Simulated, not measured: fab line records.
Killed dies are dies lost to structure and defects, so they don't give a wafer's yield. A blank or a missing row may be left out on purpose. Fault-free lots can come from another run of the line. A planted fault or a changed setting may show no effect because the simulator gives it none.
A struck lot beside a sound one + flow rit_cmos + 15 steps out of a route of 202
Sound: these wafers, L879.1, L879.2, L879.6. Struck: wafer L893.6. (L893.4, L893.5 of the same lot were not struck and are left out.) The cause comes at the end.
At each step with rows: each side's tool, then ch and its chambers, then its first start. Under that, the readings that differ: sound wafers + struck wafers + difference of the means + sigmas: that difference in standard deviations of wafers without a fault.
alike: same words and numbers on both sides, and readings whose means sit less than 2 such deviations apart. not compared: any withheld reading, any reading some wafer has no value for, any bound like >300 that may hide the same value, and any number with overlapping values for which the record gives no deviation.
Wherever a step has rows on one side only, a row that says differs or no value, or a row with sigmas, the two part there. Numbers that don't overlap but have no deviation are shown without sigmas and don't part them. Lack of a reading on every wafer of one side parts them only where that side has two or more wafers.

RIT_GATE_THK_MEAS_07:
  sound on film_metro-03 at day 4 09:58; struck on film_metro-04 at day 7 13:26
  alike: GATE_OXIDE_THK
then, 1 step without rows for these wafers: RIT_GATE_CVD_08 (deposits poly-Si from SiH4, target thk 250 nm, time 2220 s).
RIT_GATE_THK_MEAS_09:
  sound on film_metro-04 at day 4 11:38; struck on film_metro-03 at day 7 15:07
| reading            | sound             | struck | difference | sigmas |
|--------------------|-------------------|--------|------------|--------|
| GATE_POLY_THK (nm) | 243.9 242.4 246.2 | 250.5  | +6.3       | +3     |
then, 6 steps without rows for these wafers: RIT_GATE_HMDS_10 (prime time 60 s); RIT_GATE_COAT_11 (resist thk 850 nm); RIT_GATE_SOFTBAKE_12 (time 60 s); RIT_GATE_EXPOSE_13 (exposes mask M6, target cd 150 nm); RIT_GATE_PEB_14; RIT_GATE_DEVELOP_15 (develop time 50 s).
RIT_GATE_CD_MEAS_16: target cd 150 nm.
  sound on cd_sem-02 at day 4 12:40; struck on cd_sem-02 at day 7 16:11
  alike: cd_nm
RIT_GATE_OVL_MEAS_17:
  sound on overlay-02 at day 4 12:47; struck on overlay-01 at day 7 16:16
  alike: GATE_OVL
then, 1 step without rows for these wafers: RIT_GATE_HARDBAKE_18 (time 60 s).
RIT_GATE_ETCH_19: etches poly-Si in SF6/CHF3/O2, stops on SiO2, time 165 s, target depth 312.5 nm.
  sound on rie_si-02 ch 1,2,3, day 4 12:59; struck on rie_si-02 ch 3, day 7 16:25
| reading                                   | sound           | struck | difference | sigmas |
|-------------------------------------------|-----------------|--------|------------|--------|
| model.NOVOLAK_of_GATE_COAT_11.thk_nm (nm) | 666.9 668.9 667 | 639.8  | -27.8      |        |
  alike: chamber_pressure_mTorr, drypump_motor_current_A, he_backside_leak_sccm, oes_product_au, throttle_valve_pct
  not compared: rf_hours_counter_h
RIT_GATE_STRIP_20: strips in O2, time 180 s.
  sound on plasma_asher-02 ch 0,1, day 4 13:05; struck on plasma_asher-03 ch 0, day 7 16:35
| reading                        | sound          | struck | difference | sigmas |
|--------------------------------|----------------|--------|------------|--------|
| chamber_pressure_mTorr (mTorr) | 3997 4005 4000 | 4008   | +7         | +2     |
  alike: drypump_motor_current_A
  not compared: rf_hours_counter_h
RIT_M1_PROBE_99:
  sound on prober-01 at day 5 09:00; struck on prober-01 at day 8 17:56
| reading                             | sound             | struck | difference | sigmas |
|-------------------------------------|-------------------|--------|------------|--------|
| model.etest.pmos_turned.r_on_ohm_um | 3398 3527 3370    | 2976   | -456       |        |
| model.etest.pmos_0p15.r_on_ohm_um   | 2758 2931 2743    | 2461   | -350       |        |
| model.etest.pmos_0p3.r_on_ohm_um    | 6314 6493 6231    | 6000   | -346       |        |
| model.etest.pmos_0p15.drive_ua_um   | 252.6 240.8 254.4 | 296    | +47        |        |
| model.etest.pmos_turned.drive_ua_um | 193.2 184.4 193.9 | 232.3  | +41.8      |        |
| model.etest.pwell_pinched.rs_ohm_sq | 460.4 463.8 459.8 | 489.9  | +28.6      |        |
| model.etest.nwell_pinched.rs_ohm_sq | 335.2 339.9 337.9 | 363.6  | +25.9      |        |
| model.etest.pmos_narrow.drive_ua_um | 102 100.2 104.1   | 107.3  | +5.2       |        |
  alike: killed_at_M0_to_M3, killed_at_contacts, killed_at_front_end, killed_dies, killed_open, killed_short

WHERE THEY PART
First at RIT_GATE_THK_MEAS_09; last, within this record, at RIT_GATE_STRIP_20. Later steps at which nothing parts them and some readings are alike: RIT_M1_PROBE_99.

WHY: the cause the simulator had injected
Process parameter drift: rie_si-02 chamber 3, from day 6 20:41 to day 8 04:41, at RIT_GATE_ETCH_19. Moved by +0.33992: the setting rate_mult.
